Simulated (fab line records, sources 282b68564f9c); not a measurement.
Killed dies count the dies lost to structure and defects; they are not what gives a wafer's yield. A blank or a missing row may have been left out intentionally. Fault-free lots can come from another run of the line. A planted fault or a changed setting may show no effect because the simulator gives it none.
The tool behind it: which one? + flow rit cmos + 42 wafers from 14 lots sampled at 2 of the route's 202 steps

## WHAT THE GAUGES SHOWED, per wafer
RIT_PRETRO_TW_MEAS_10.
| lot  | measured    | on            | PRETRO_TW   |
|------|-------------|---------------|-------------|
| L662 | day 2 08:47 | film metro-04 | 475 474 475 |
| L663 | day 2 13:16 | film metro-04 | 476 474 475 |
| L665 | day 2 22:17 | film metro-02 | 472 473 474 |
| L666 | day 3 03:34 | film metro-01 | 481 479 482 |
| L667 | day 3 10:26 | film metro-04 | 472 472 474 |
| L669 | day 3 18:50 | film metro-01 | 482 480 479 |
| L670 | day 3 23:07 | film metro-01 | 479 481 483 |
| L672 | day 4 09:34 | film metro-04 | 468 470 469 |
| L673 | day 4 16:05 | film metro-04 | 469 470 472 |
| L676 | day 5 07:03 | film metro-01 | 480 481 482 |
| L679 | day 5 22:13 | film metro-02 | 469 470 469 |
| L681 | day 6 06:53 | film metro-01 | 491 492 492 |
| L682 | day 6 11:20 | film metro-02 | 489 485 487 |
| L685 | day 7 03:32 | film metro-04 | 473 470 475 |

## EACH LOT AND THE TOOL THAT RAN IT (in order: tool; ch and the chambers of the sampled wafers; start)
| lot  | RIT_PRETRO_IMPLANT_08          |
|------|--------------------------------|
| L662 | implanter-01 ch 0, day 2 08:29 |
| L663 | implanter-01 ch 0, day 2 12:56 |
| L665 | implanter-03 ch 0, day 2 21:58 |
| L666 | implanter-01 ch 0, day 3 03:16 |
| L667 | implanter-01 ch 0, day 3 10:07 |
| L669 | implanter-01 ch 0, day 3 18:30 |
| L670 | implanter-02 ch 0, day 3 22:47 |
| L672 | implanter-01 ch 0, day 4 09:16 |
| L673 | implanter-03 ch 0, day 4 15:46 |
| L676 | implanter-03 ch 0, day 5 06:45 |
| L679 | implanter-02 ch 0, day 5 21:55 |
| L681 | implanter-03 ch 0, day 6 06:34 |
| L682 | implanter-03 ch 0, day 6 11:00 |
| L685 | implanter-02 ch 0, day 7 03:14 |
- RIT_PRETRO_IMPLANT_08

## WHAT THE TOOLS THEMSELVES READ (means of the sampled wafers that have a number; where no wafer has one, the mark that the record gives instead)
RIT_PRETRO_IMPLANT_08.
| lot  | tool         | beam energy keV | faraday current uA |
|------|--------------|-----------------|--------------------|
| L662 | implanter-01 | 45.000          | 38.6               |
| L663 | implanter-01 | 45.007          | 38.6               |
| L665 | implanter-03 | 44.994          | 38.3               |
| L666 | implanter-01 | 45.009          | 38.1               |
| L667 | implanter-01 | 45.002          | 37.7               |
| L669 | implanter-01 | 44.998          | 38.0               |
| L670 | implanter-02 | 44.997          | 38.0               |
| L672 | implanter-01 | 45.016          | 38.4               |
| L673 | implanter-03 | 44.994          | 39.1               |
| L676 | implanter-03 | 45.004          | 38.2               |
| L679 | implanter-02 | 44.991          | 38.6               |
| L681 | implanter-03 | 54.890          | 38.1               |
| L682 | implanter-03 | 54.897          | 39.0               |
| L685 | implanter-02 | 45.000          | 38.9               |

## THE ANSWER, worked out from the rows above alone
Rule: the lots themselves supply what counts as usual. Put in order of their means at a reading, lots are off if they are a third of the lots or fewer, leave a main group of 4 or more, and stand apart from it by a gap of 3 or more times the standard deviation of the main group's means; of several such gaps the widest counts. If all means in a main group match to the digits the tables above print for the reading, that group is not used. A lot without any number at a reading at which 4 lots or more have one is off too. Any other lot the step has rows for is counted as sound. The gauges are gone through in route order, then the tools' own readings, and for those a lot's mean is taken as printed above. At the first step where some lot is off, the reading lying furthest off is the one used; lots without a number count as furthest.
Off: L681, L682 (RIT_PRETRO_IMPLANT_08, beam energy keV). Mean 45.001 and standard deviation 0.0068 in the main group.
If a tool, at that step or one of the process steps before it, ran each lot that is off and ran no sound lot following the first of them, it fits. One candidate fits, namely implanter-03 at RIT_PRETRO_IMPLANT_08. Its last sound lot is L676 (day 5 06:45), its first lot that is off L681 (day 6 06:34): a fault that began between those two fits.
On the lots that are off, the tool's own readings at RIT_PRETRO_IMPLANT_08 differ by more than 5 times the standard deviation of the sound lots' means, which bears it out; beam energy keV reads 54.894 there versus 45.001 on the sound lots.

## WHAT THE SIMULATOR PUT IN
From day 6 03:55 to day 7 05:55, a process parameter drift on implanter-03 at RIT_PRETRO_IMPLANT_08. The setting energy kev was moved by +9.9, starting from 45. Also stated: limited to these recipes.
Struck lots among those shown: L681, L682. This agrees with what the rule above found.
